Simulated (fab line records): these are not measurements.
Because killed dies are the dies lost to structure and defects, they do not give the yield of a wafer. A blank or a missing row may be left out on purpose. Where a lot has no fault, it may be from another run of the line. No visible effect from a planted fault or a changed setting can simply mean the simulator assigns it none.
fab line records    flow rit-cmos
[record] lots = 5  wafers = 15  last-day = 6
route steps=202 shown PRETRO@72 GATE@75 FOX2@80 REOX@98 NLDD@103 SDANNEAL@155 M1@202
lots that met no fault: taken from a fault-free run of the same line
start-h: start of the lot's first displayed wafer, in hours after the record's first day    wait-h: hours from the lot's prior step to this one    " identical to the entry in the row above    L1.1+2: several wafers, shown together as one row    - either no value or no given start    * or withheld: withheld    < > ~ a bound
route shown NAME@n: a module of which the file shows steps, and the number in the route of the first    usual: mean/standard deviation of fault-free wafers    same: alike in all rows    chamber/n: place in a boat    sites: readings site by site    _std_site: how widely they spread, as a standard deviation    _edge_site: inner sites' mean taken away from outer sites' mean    radius-mm: how far each site lies from the wafer's centre    mask NAME#n: copy n    behind: the last tool/chamber to shape the wafer    hold: why the lot went on hold/how many hours it stayed there/how the hold came to an end    device: the n, p or np transistor that did not switch    end of line: the route-end tests of the same wafers    a step with no rows: only its recipe    killed: not the wafer's yield, but the dies lost to structure and defects at the first sort    map: the dies of a wafer, with x for killed, . for not killed, _ for no die there
set.NAME: the setting that was run; set.NAME@STEP: the one run at that earlier step    model.NAME: the simulator's own value behind a step, which no gauge read
certain route steps with their lots: each step a table, each wafer a row
services: when a tool's chamber went out of use (start-h, in hours from the record's first day, below 0 if earlier), for how many hours, and the reason
[[steps]]
[step RIT_PRETRO_IMPLANT_08]
[recipe] species = B  energy-kev = 45  dose-cm2 = 1.2e+13  tilt-deg = 7
[step RIT_PRETRO_STRIP_09]
[recipe] chemistry = O2  time-s = 180  resist = NOVOLAK  platen-temp-c = withheld  power-w = 500  pressure-mtorr = 4000  o2-flow-sccm = 4000
[usual] drypump-motor-current-A = 5.56/0.21
lot.wafer  tool             chamber  start-h  wait-h  drypump-motor-current-A  rf-hours-counter-h
L461.1     plasma-asher-04  0        67.36    0.1     5.18                     28
L461.4     "                1        "        "       5.55                     -
L461.5     "                1        "        "       5.56                     -
L462.1     plasma-asher-03  1        72.36    0.1     5.75                     43
L462.4     "                0        "        "       5.77                     -
L462.5     "                0        "        "       5.73                     -
L464.4     plasma-asher-02  0        84.51    0.1     5.73                     -
L464.5     "                1        "        "       5.39                     -
L464.6     "                0        "        "       5.72                     -
L469.1     plasma-asher-04  0        107.40   0.1     5.19                     33
L469.4     "                0        "        "       5.21                     -
L469.6     "                1        "        "       5.56                     -
L473.3     plasma-asher-03  1        126.17   0.1     5.75                     -
L473.5     "                1        "        "       5.70                     -
L473.6     "                0        "        "       5.75                     -
[step RIT_PRETRO_TW_MEAS_10]
[usual] PRETRO_TW = 478/9.2
lot.wafer  tool           chamber  start-h  wait-h  PRETRO_TW
L461.1     film-metro-03  -        67.53    0.1     489
L461.4     "              -        "        "       487
L461.5     "              -        "        "       487
L462.1     film-metro-01  -        72.53    0.1     469
L462.4     "              -        "        "       469
L462.5     "              -        "        "       467
L464.4     film-metro-04  -        84.66    0.1     474
L464.5     "              -        "        "       473
L464.6     "              -        "        "       475
L469.1     film-metro-04  -        107.58   0.1     471
L469.4     "              -        "        "       471
L469.6     "              -        "        "       471
L473.3     film-metro-03  -        126.30   0.1     489
L473.5     "              -        "        "       489
L473.6     "              -        "        "       493
[step RIT_GATE_WET_ETCH_00]
[recipe] chemistry = BOE  target = SiO2  target-depth-nm = 56  time-s = 60  dry = n2-spin  dilution = 10:1  temp-c = 21.5
[step RIT_GATE_CLEAN_01]
[recipe] chemistry = SC1  mix = 3:3:50  time-s = 600  temp-c = 75
[step RIT_GATE_CLEAN_02]
[recipe] chemistry = dHF  dilution = 50:1  time-s = 30
[step RIT_GATE_CLEAN_03]
[recipe] chemistry = SC2  mix = 3:3:50  time-s = 600  temp-c = 75  dry = n2-spin
[step RIT_GATE_CLEAN_04]
[recipe] chemistry = dHF  dilution = 50:1  time-s = 60.89  dry = n2-spin
[step RIT_FOX2_THK_MEAS_91]
[recipe] reads = SiO2_of_FOX2_OXIDATION_00
[usual] FIELD_OXIDE_LEFT_2_THK = 235/5.9
lot.wafer  tool           chamber  start-h  wait-h  FIELD_OXIDE_LEFT_2_THK[nm]
L461.1     film-metro-04  -        68.01    0.0     235
L461.4     "              -        "        "       232
L461.5     "              -        "        "       234
L462.1     film-metro-04  -        73.01    0.0     237
L462.4     "              -        "        "       237
L462.5     "              -        "        "       238
L464.4     film-metro-04  -        85.14    0.0     235
L464.5     "              -        "        "       237
L464.6     "              -        "        "       236
L469.1     film-metro-02  -        108.05   0.0     229
L469.4     "              -        "        "       233
L469.6     "              -        "        "       226
L473.3     film-metro-04  -        126.78   0.0     236
L473.5     "              -        "        "       235
L473.6     "              -        "        "       233
[step RIT_GATE_OXIDATION_05]
[recipe] temp-c = 900  ambient = O2  target-thk-a = 30  ox-time-s = 270
[step RIT_GATE_ANNEAL_06]
[recipe] temp-c = 900  time-s = 600  ambient = N2O
[step RIT_GATE_THK_MEAS_07]
[recipe] reads = SiO2_of_GATE_OXIDATION_05
[usual] GATE_OXIDE_THK = 3.02/0.074
lot.wafer  tool           chamber  start-h  wait-h  GATE_OXIDE_THK[nm]
L461.1     film-metro-04  -        74.90    0.0     3.05
L461.4     "              -        "        "       3.04
L461.5     "              -        "        "       3.02
L462.1     film-metro-04  -        78.16    0.0     3.02
L462.4     "              -        "        "       3.10
L462.5     "              -        "        "       3.01
L464.4     film-metro-04  -        87.04    0.0     3.05
L464.5     "              -        "        "       2.93
L464.6     "              -        "        "       2.91
L469.1     film-metro-02  -        109.44   0.0     2.99
L469.4     "              -        "        "       2.91
L469.6     "              -        "        "       2.92
L473.3     film-metro-02  -        128.40   0.0     3.07
L473.5     "              -        "        "       3.07
L473.6     "              -        "        "       3.01
[step RIT_GATE_CVD_08]
[recipe] material = poly-Si  target-thk-nm = 250  temp-c = 610  precursor = SiH4  time-s = 2220  pressure-mtorr = 300  sih4-flow-sccm = 100
[usual] spike-tc-centre-C = 612.7/1.2  zone-power-source-pct = 12.3/0.44
lot.wafer  tool      chamber  start-h  wait-h  spike-tc-centre-C  zone-power-source-pct  model.poly-Si_of_GATE_CVD_08.thk-nm
L461.1     lpcvd-02  1        74.96    0.1     612.2              12.3                   250
L461.4     "         1        "        "       613.7              12.6                   251.4
L461.5     "         1        "        "       612.5              12.4                   250
L462.1     lpcvd-02  1        78.49    0.3     613.2              12.5                   251
L462.4     "         1        "        "       612.0              12.5                   250.6
L462.5     "         1        "        "       613.2              12.5                   251.5
L464.4     lpcvd-02  0        87.07    0.0     612.9              12.6                   271.4
L464.5     "         0        "        "       611.0              12.5                   272.6
L464.6     "         0        "        "       609.9              12.4                   274.1
L469.1     lpcvd-01  1        109.50   0.1     613.5              12.9                   247.6
L469.4     "         1        "        "       613.9              13.1                   248.7
L469.6     "         1        "        "       612.0              12.7                   247.5
L473.3     lpcvd-02  1        128.44   0.0     612.2              12.8                   247.3
L473.5     "         1        "        "       614.5              12.4                   246.7
L473.6     "         1        "        "       614.3              12.5                   247.1
[step RIT_GATE_THK_MEAS_09]
[recipe] reads = poly-Si_of_GATE_CVD_08
[usual] GATE_POLY_THK = 249.5/1.9
lot.wafer  tool           chamber  start-h  wait-h  hold                      GATE_POLY_THK[nm]
L461.1     film-metro-03  -        76.57    0.0     -                         250.1
L461.4     "              -        "        "       -                         251.1
L461.5     "              -        "        "       -                         250.0
L462.1     film-metro-04  -        80.11    0.0     -                         250.9
L462.4     "              -        "        "       -                         250.4
L462.5     "              -        "        "       -                         251.3
L464.4     film-metro-03  -        88.72    0.0     await-dispo/0.2h/release  271.3
L464.5     "              -        "        "       await-dispo/0.2h/release  272.6
L464.6     "              -        "        "       await-dispo/0.2h/release  274.0
L464.4     film-metro-03  -        88.94    0.2     -                         271.5
L464.5     "              -        "        "       -                         272.8
L464.6     "              -        "        "       -                         274.1
L469.1     film-metro-04  -        111.12   0.0     -                         247.4
L469.4     "              -        "        "       -                         248.8
L469.6     "              -        "        "       -                         247.5
L473.3     film-metro-04  -        130.07   0.0     -                         247.3
L473.5     "              -        "        "       -                         246.7
L473.6     "              -        "        "       -                         247.1
[step RIT_GATE_COAT_11]
[recipe] resist = NOVOLAK  spin-rpm = 4250  resist-thk-nm = 850
[step RIT_GATE_SOFTBAKE_12]
[recipe] resist = NOVOLAK  temp-c = 90  time-s = 60
[step RIT_GATE_EXPOSE_13]
[recipe] mask-id = M6  na = 0.6  source-shape = conventional  sigma-outer = 0.6  target-cd-nm = 150  dose-mj = 380
[step RIT_GATE_PEB_14]
[recipe] resist = NOVOLAK  temp-c = withheld  time-s = withheld
[step RIT_GATE_DEVELOP_15]
[recipe] resist = NOVOLAK  develop-time-s = 48.27  dev-temp-c = 23
[step RIT_GATE_CD_MEAS_16]
[recipe] target-cd-nm = 150
[usual] cd-nm = 148.9/2.4
lot.wafer  tool       chamber  start-h  wait-h  cd-nm
L461.1     cd-sem-01  -        77.61    -       152.3
L461.4     "          -        "        "       152.5
L461.5     "          -        "        "       152.8
L462.1     cd-sem-02  -        81.03    -       144.4
L462.4     "          -        "        "       144.4
L462.5     "          -        "        "       147.9
L464.4     cd-sem-02  -        92.76    -       152.3
L464.5     "          -        "        "       150.0
L464.6     "          -        "        "       151.9
L469.1     cd-sem-01  -        112.05   -       145.8
L469.4     "          -        "        "       142.7
L469.6     "          -        "        "       146.0
L473.3     cd-sem-01  -        131.15   -       147.9
L473.5     "          -        "        "       149.9
L473.6     "          -        "        "       150.3
[step RIT_GATE_OVL_MEAS_17]
[usual] GATE_OVL = -1.5/1.6
lot.wafer  tool        chamber  start-h  wait-h  GATE_OVL[nm]
L461.1     overlay-01  -        77.73    0.1     -0.9
L461.4     "           -        "        "       -0.6
L461.5     "           -        "        "       -0.2
L462.1     overlay-02  -        81.15    0.1     -1.3
L462.4     "           -        "        "       -2.5
L462.5     "           -        "        "       -1.9
L464.4     overlay-02  -        92.89    0.1     -1.9
L464.5     "           -        "        "       0.4
L464.6     "           -        "        "       -3.7
L469.1     overlay-01  -        112.17   0.1     1.0
L469.4     "           -        "        "       0.8
L469.6     "           -        "        "       -0.3
L473.3     overlay-01  -        131.24   0.1     -1.1
L473.5     "           -        "        "       -0.3
L473.6     "           -        "        "       -2.6
[step RIT_GATE_HARDBAKE_18]
[recipe] resist = NOVOLAK  temp-c = 140  time-s = 60
[step RIT_GATE_ETCH_19]
[recipe] chemistry = SF6/CHF3/O2  time-s = 165  SF6_flow_sccm = 30  CHF3_flow_sccm = 30  O2_flow_sccm = 5  target = poly-Si  pressure-mtorr = 40  rf-w = 160  target-depth-a = 3125  over-etch-frac = 0.25  stop-on = SiO2
[usual] SF6_flow_sccm = 30.00/0.092  drypump-motor-current-A = 5.9/0.36  oes-product-au = 0.846/0.019  throttle-valve-pct = 10.30/0.11
lot.wafer  tool       chamber  start-h  wait-h  SF6_flow_sccm  drypump-motor-current-A  oes-product-au  rf-hours-counter-h  throttle-valve-pct  model.GATE.feature-depth-nm  model.etch.depth-nm
L461.1     rie-si-01  2        77.92    0.1     30.10          5.5                      0.839           59                  10.29               250                          250
L461.4     "          3        "        "       29.97          6.2                      0.849           117                 10.40               251.4                        251.4
L461.5     "          3        "        "       30.23          6.2                      0.840           -                   10.40               250                          250
L462.1     rie-si-02  3        81.34    0.1     29.82          5.8                      0.847           110                 10.38               251                          251
L462.4     "          2        "        "       29.94          6.3                      0.828           64                  10.37               250.6                        250.6
L462.5     "          0        "        "       30.24          6.3                      0.875           -                   10.21               251.5                        251.5
L464.4     rie-si-02  3        93.06    0.1     29.99          5.8                      0.896           110                 10.37               271.4                        271.4
L464.5     "          3        "        "       29.91          5.8                      0.899           -                   10.38               272.6                        272.6
L464.6     "          2        "        "       29.95          6.3                      0.890           -                   10.36               274.1                        274.1
L469.1     rie-si-01  0        112.52   0.1     29.97          5.8                      0.845           25                  10.16               247.6                        247.6
L469.4     "          3        "        "       30.00          6.2                      0.832           118                 10.40               248.7                        248.7
L469.6     "          3        "        "       29.83          6.1                      0.835           -                   10.40               247.5                        247.5
L473.3     rie-si-01  1        131.42   0.1     30.06          5.2                      0.825           142                 10.47               247.3                        247.3
L473.5     "          3        "        "       29.88          6.2                      0.835           -                   10.41               246.7                        246.7
L473.6     "          2        "        "       29.76          5.5                      0.831           -                   10.26               247.1                        247.1
[step RIT_GATE_STRIP_20]
[recipe] chemistry = O2  time-s = 180  resist = NOVOLAK  platen-temp-c = withheld  power-w = 500  pressure-mtorr = 4000  o2-flow-sccm = 4000
[usual] drypump-motor-current-A = 5.5/0.42
lot.wafer  tool             chamber  start-h  wait-h  drypump-motor-current-A  rf-hours-counter-h
L461.1     plasma-asher-03  0        78.02    0.1     5.7                      43
L461.4     "                1        "        "       5.7                      -
L461.5     "                0        "        "       5.7                      -
L462.1     plasma-asher-03  1        81.45    0.1     5.7                      43
L462.4     "                0        "        "       5.7                      -
L462.5     "                0        "        "       5.7                      -
L464.4     plasma-asher-01  1        95.58    2.5     4.8                      -
L464.5     "                0        "        "       6.2                      -
L464.6     "                1        "        "       4.8                      -
L469.1     plasma-asher-04  0        112.63   0.1     5.2                      33
L469.4     "                0        "        "       5.2                      -
L469.6     "                0        "        "       5.2                      -
L473.3     plasma-asher-01  1        131.58   0.1     4.8                      -
L473.5     "                0        "        "       6.2                      -
L473.6     "                1        "        "       4.8                      -
[step RIT_GATE_CD_MEAS_90]
[recipe] target-cd-nm = 150
[usual] cd-nm = 148.9/2.4
lot.wafer  tool       chamber  start-h  wait-h  cd-nm
L461.1     cd-sem-01  -        78.26    0.2     152.6
L461.4     "          -        "        "       152.1
L461.5     "          -        "        "       152.8
L462.1     cd-sem-01  -        81.62    0.1     144.5
L462.4     "          -        "        "       144.9
L462.5     "          -        "        "       147.7
L464.4     cd-sem-01  -        95.76    0.1     152.3
L464.5     "          -        "        "       150.4
L464.6     "          -        "        "       152.3
L469.1     cd-sem-02  -        112.80   0.1     146.3
L469.4     "          -        "        "       142.7
L469.6     "          -        "        "       146.6
L473.3     cd-sem-01  -        131.74   0.1     148.6
L473.5     "          -        "        "       149.7
L473.6     "          -        "        "       150.0
[step RIT_REOX_CLEAN_00]
[recipe] chemistry = SC1  mix = 3:3:50  time-s = 600  temp-c = 75
[step RIT_REOX_CLEAN_01]
[recipe] chemistry = dHF  dilution = 50:1  time-s = 30
[step RIT_REOX_CLEAN_02]
[recipe] chemistry = SC2  mix = 3:3:50  time-s = 600  temp-c = 75  dry = n2-spin
[step RIT_REOX_OXIDATION_03]
[recipe] temp-c = 900  ambient = O2  target-thk-a = 252  ox-time-s = 5580
[step RIT_REOX_THK_MEAS_04]
[recipe] reads = SiO2_of_REOX_OXIDATION_03
[usual] REOX_OXIDE_THK = 25.2/0.47
lot.wafer  tool           chamber  start-h  wait-h  REOX_OXIDE_THK[nm]
L461.1     film-metro-02  -        81.30    0.0     25.1
L461.4     "              -        "        "       25.4
L461.5     "              -        "        "       25.7
L462.1     film-metro-01  -        84.92    0.0     25.0
L462.4     "              -        "        "       25.0
L462.5     "              -        "        "       24.9
L464.4     film-metro-01  -        99.69    0.1     24.8
L464.5     "              -        "        "       24.7
L464.6     "              -        "        "       24.6
L469.1     film-metro-01  -        115.93   0.0     24.6
L469.4     "              -        "        "       24.8
L469.6     "              -        "        "       24.6
L473.3     film-metro-02  -        134.76   0.0     25.8
L473.5     "              -        "        "       25.4
L473.6     "              -        "        "       25.3
[step RIT_NLDD_HMDS_00]
[recipe] prime-time-s = 60  prime-temp-c = 140
[step RIT_NLDD_COAT_01]
[recipe] resist = NOVOLAK  spin-rpm = 3250  resist-thk-nm = 1000
[step RIT_NLDD_SOFTBAKE_02]
[recipe] resist = NOVOLAK  temp-c = 90  time-s = 62.36
[usual] plate-sensor-t-centre-C = 90.968/0.0099  plate-sensor-t-edge-C = 91.021/0.0097  resist-line-temp-C = 23.00/0.095
lot.wafer  tool            chamber  start-h  wait-h  plate-sensor-t-centre-C  plate-sensor-t-edge-C  resist-line-temp-C
L461.1     litho-track-03  0        81.66    0.1     90.969                   91.044                 22.99
L461.4     "               0        "        "       90.968                   91.026                 22.99
L461.5     "               0        "        "       90.968                   91.008                 22.96
L462.1     litho-track-03  0        85.28    0.1     90.970                   91.022                 23.13
L462.4     "               0        "        "       90.968                   91.025                 23.08
L462.5     "               0        "        "       90.964                   91.025                 23.00
L464.4     litho-track-03  0        100.09   0.1     90.965                   91.002                 23.05
L464.5     "               0        "        "       90.971                   91.007                 23.05
L464.6     "               0        "        "       90.976                   91.018                 23.04
L469.1     litho-track-04  0        116.36   0.1     90.956                   91.018                 22.84
L469.4     "               0        "        "       90.966                   91.029                 22.99
L469.6     "               0        "        "       90.986                   91.026                 23.06
L473.3     litho-track-03  0        135.15   0.1     90.964                   91.008                 23.11
L473.5     "               0        "        "       90.961                   91.033                 22.98
L473.6     "               0        "        "       90.977                   91.025                 23.07
[step RIT_NLDD_EXPOSE_03]
[recipe] mask-id = M7  na = 0.57  target-cd-nm = 40700  dose-mj = 250
[step RIT_NLDD_PEB_04]
[recipe] resist = NOVOLAK  temp-c = withheld  time-s = withheld
[step RIT_NLDD_DEVELOP_05]
[recipe] resist = NOVOLAK  develop-time-s = 50  dev-temp-c = 23
[step RIT_NLDD_OVL_MEAS_06]
[usual] NLDD_OVL = 0.1/1.3
lot.wafer  tool        chamber  start-h  wait-h  NLDD_OVL[nm]
L461.1     overlay-02  -        82.33    -       -3.4
L461.4     "           -        "        "       0.3
L461.5     "           -        "        "       -0.9
L462.1     overlay-01  -        85.96    -       0.0
L462.4     "           -        "        "       0.4
L462.5     "           -        "        "       -1.5
L464.4     overlay-01  -        100.60   -       2.0
L464.5     "           -        "        "       0.7
L464.6     "           -        "        "       2.6
L469.1     overlay-01  -        117.03   -       1.1
L469.4     "           -        "        "       -0.6
L469.6     "           -        "        "       -1.8
L473.3     overlay-01  -        135.66   -       -1.5
L473.5     "           -        "        "       -0.7
L473.6     "           -        "        "       -1.3
[step RIT_NLDD_HARDBAKE_07]
[recipe] resist = NOVOLAK  temp-c = 140  time-s = 60
[step RIT_NLDD_IMPLANT_08]
[recipe] species = P  energy-kev = 20  dose-cm2 = 5e+14  tilt-deg = 7
[step RIT_NLDD_STRIP_09]
[recipe] chemistry = O2  time-s = 180  resist = NOVOLAK  platen-temp-c = withheld  power-w = 500  pressure-mtorr = 4000  o2-flow-sccm = 4000
[usual] drypump-motor-current-A = 5.5/0.49
lot.wafer  tool             chamber  start-h  wait-h  drypump-motor-current-A  rf-hours-counter-h
L461.1     plasma-asher-02  1        82.67    0.1     5.4                      42
L461.4     "                1        "        "       5.4                      -
L461.5     "                0        "        "       5.7                      -
L462.1     plasma-asher-02  0        86.29    0.1     5.7                      43
L462.4     "                1        "        "       5.4                      -
L462.5     "                1        "        "       5.4                      -
L464.4     plasma-asher-02  0        101.07   0.1     5.7                      -
L464.5     "                0        "        "       5.8                      -
L464.6     "                1        "        "       5.4                      -
L469.1     plasma-asher-04  0        117.54   0.3     5.2                      34
L469.4     "                0        "        "       5.2                      -
L469.6     "                1        "        "       5.6                      -
L473.3     plasma-asher-04  0        136.04   0.1     5.2                      -
L473.5     "                1        "        "       5.5                      -
L473.6     "                0        "        "       5.2                      -
[step RIT_NLDD_TW_MEAS_10]
[usual] NLDD_TW = 2501/43
lot.wafer  tool           chamber  start-h  wait-h  NLDD_TW
L461.1     film-metro-01  -        82.84    0.1     2475
L461.4     "              -        "        "       2462
L461.5     "              -        "        "       2457
L462.1     film-metro-03  -        86.47    0.1     2567
L462.4     "              -        "        "       2544
L462.5     "              -        "        "       2551
L464.4     film-metro-01  -        101.21   0.1     2456
L464.5     "              -        "        "       2457
L464.6     "              -        "        "       2461
L469.1     film-metro-01  -        117.71   0.1     2459
L469.4     "              -        "        "       2461
L469.6     "              -        "        "       2462
L473.3     film-metro-03  -        136.18   0.1     2555
L473.5     "              -        "        "       2556
L473.6     "              -        "        "       2545
[step RIT_SDANNEAL_CLEAN_02]
[recipe] chemistry = SC2  mix = 3:3:50  time-s = 600  temp-c = 75  dry = n2-spin
lot.wafer  tool          chamber  start-h  wait-h  model.poly-Si_of_GATE_CVD_08.thk-nm
L461.1     wet-bench-04  3        91.07    0.0     166.6
L461.4     "             3        "        "       165.7
L461.5     "             3        "        "       166.3
L462.1     wet-bench-03  3        93.97    0.0     164.4
L462.4     "             3        "        "       163.6
L462.5     "             3        "        "       162.7
L464.4     wet-bench-01  2        109.96   0.0     186.2
L464.5     "             2        "        "       187.7
L464.6     "             2        "        "       190.4
L469.1     wet-bench-01  0        124.88   0.0     161.6
L469.4     "             0        "        "       162.6
L469.6     "             0        "        "       161.2
L473.3     wet-bench-03  1        143.43   0.0     162.2
L473.5     "             1        "        "       161.4
L473.6     "             1        "        "       162.4
[step RIT_M1_PROBE_99]
[usual] killed-at-contacts = 0.0/0.22  killed-at-front-end = 6.9/3  killed-dies = 6.9/3  killed-open = 3.5/2  killed-short = 3.4/2.1
[same] gross-dies = 264  killed_at_M0_to_M3 = 0  killed_at_M4_up = 0  killed-at-back-side = 0  killed-at-other = 0
lot.wafer  tool       chamber  start-h  wait-h  killed-at-contacts  killed-at-front-end  killed-dies  killed-open  killed-short
L461.1     prober-02  -        99.87    0.1     0                   3                    3            1            2
L461.4     prober-02  -        100.02   0.2     1                   6                    7            1            6
L461.5     prober-02  -        100.07   0.2     0                   15                   15           8            7
L462.1     prober-01  -        101.79   0.1     0                   4                    4            2            2
L462.4     prober-01  -        101.94   0.2     0                   7                    7            3            4
L462.5     prober-01  -        101.99   0.2     0                   2                    2            2            0
L464.4     prober-01  -        117.57   0.2     1                   13                   14           8            6
L464.5     prober-01  -        117.62   0.2     0                   6                    6            4            2
L464.6     prober-01  -        117.67   0.2     0                   8                    8            3            5
L469.1     prober-02  -        132.49   0.1     0                   3                    3            0            3
L469.4     prober-02  -        132.64   0.2     0                   6                    6            2            4
L469.6     prober-02  -        132.74   0.2     0                   6                    6            5            1
L473.3     prober-02  -        151.40   0.2     0                   8                    8            5            3
L473.5     prober-02  -        151.50   0.2     0                   8                    8            7            1
L473.6     prober-02  -        151.55   0.2     0                   8                    8            5            3
// killed by level:class
L461.1 GATE:geometric-particle:short=1 GATE:geometric-particle:open=1 SPACER:geometric-particle:short=1
L461.4 SPACER:geometric-particle:short=2 FOX1:geometric-particle:short=1 FOX2:geometric-particle:short=1 GATE:geometric-particle:short=1 SILICIDE:geometric-particle:open=1 CONTACT:geometric-particle:short=1
L461.5 FOX1:geometric-particle:open=3 FOX1:geometric-particle:short=2 GATE:geometric-particle:short=2 GATE:geometric-particle:open=2 SPACER:geometric-particle:open=2 SPACER:geometric-particle:short=2 FOX2:geometric-particle:open=1 SILICIDE:geometric-particle:short=1
L462.1 GATE:geometric-particle:short=2 GATE:geometric-particle:open=2
L462.4 FOX1:geometric-particle:short=3 GATE:geometric-particle:open=2 FOX1:geometric-particle:open=1 SPACER:geometric-particle:short=1
L462.5 GATE:geometric-particle:open=2
L464.4 SILICIDE:geometric-particle:open=4 FOX1:geometric-particle:short=3 GATE:geometric-particle:open=2 FOX1:geometric-particle:open=1 REOX:geometric-particle:short=1 SPACER:geometric-particle:open=1 SILICIDE:geometric-particle:short=1 CONTACT:geometric-particle:short=1
L464.5 GATE:geometric-particle:open=3 FOX1:geometric-particle:open=1 GATE:geometric-particle:short=1 SILICIDE:geometric-particle:short=1
L464.6 GATE:geometric-particle:open=2 FOX1:geometric-particle:short=1 FOX1:geometric-particle:open=1 GATE:geometric-particle:short=1 REOX:geometric-particle:short=1 SPACER:geometric-particle:short=1 SILICIDE:geometric-particle:short=1
L469.1 FOX2:geometric-particle:short=1 REOX:geometric-particle:short=1 SPACER:geometric-particle:short=1
L469.4 REOX:geometric-particle:short=2 FOX1:geometric-particle:short=1 GATE:geometric-particle:short=1 GATE:geometric-particle:open=1 REOX:geometric-particle:open=1
L469.6 SILICIDE:geometric-particle:open=3 FOX2:geometric-particle:open=1 GATE:geometric-particle:open=1 REOX:geometric-particle:short=1
L473.3 REOX:geometric-particle:open=2 REOX:geometric-particle:short=2 FOX1:geometric-particle:open=1 GATE:geometric-particle:open=1 GATE:geometric-particle:short=1 SPACER:geometric-particle:open=1
L473.5 FOX1:geometric-particle:open=3 GATE:geometric-particle:open=2 GATE:geometric-particle:short=1 REOX:geometric-particle:open=1 SPACER:geometric-particle:open=1
L473.6 GATE:geometric-particle:short=2 REOX:geometric-particle:open=2 FOX2:geometric-particle:open=1 GATE:geometric-particle:open=1 REOX:geometric-particle:short=1 SPACER:geometric-particle:open=1
[[services]]
tool             chamber  start-h  hours  kind
rie-si-01        0        53.00    7.8    repair
plasma-asher-03  -        61.16    2.7    repair
plasma-asher-02  -        70.02    8.1    repair
lpcvd-01         -        70.48    6.1    pm
plasma-asher-01  -        74.99    3.2    repair
wet-bench-03     -        82.26    4.4    pm
plasma-asher-01  -        90.39    5.1    repair
lpcvd-01         -        105.36   0.9    repair
plasma-asher-02  -        108.75   9.0    pm
plasma-asher-02  0        108.75   9.0    vent-cycle
plasma-asher-02  1        108.75   9.0    vent-cycle
wet-bench-01     -        115.11   4.1    repair
plasma-asher-01  -        115.79   4.3    repair
plasma-asher-02  0        117.75   -      clean
plasma-asher-02  1        117.75   -      clean
[[key]]
[first-sign] step = RIT_GATE_THK_MEAS_09  reading = visit  direction = added
[effect] step = RIT_GATE_THK_MEAS_09  reading = GATE_POLY_THK  direction = up  sigmas = 12  usual = 249.5  struck = 272.6
[effect] step = RIT_GATE_ETCH_19  reading = oes-product-au  direction = up  sigmas = 2.6  usual = 0.846  struck = 0.895
[model-effect] step = RIT_GATE_CVD_08  value = poly-Si_of_GATE_CVD_08.thk-nm  without = 248.6  struck = 272.7
[model-effect] step = RIT_GATE_ETCH_19  value = GATE.feature-depth-nm  without = 248.6  struck = 272.7
[model-effect] step = RIT_SDANNEAL_CLEAN_02  value = poly-Si_of_GATE_CVD_08.thk-nm  without = 164  struck = 188.1
met-at RIT_GATE_CVD_08
struck-wafers L464.4,L464.5,L464.6
tester-left-out L464
also-fits RIT_PRETRO_STRIP_09:plasma-asher-02
[fault] kind = process-parameter-drift  tool = lpcvd-02  chamber = 0  onset-h = 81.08  steps = RIT_GATE_CVD_08  channel = target-thk-nm  offset = 24.066  shape = step  end-h = 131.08  acts-in = these-recipes-only  stated = 250
// tester-left-out: of these lots the tester's yield and bins aren't shown, on N5 and GAA mostly nor the transistor test; their killed dies are dies lost to structure and defects alone, not to doping, threshold or leakage, so they don't give the yield
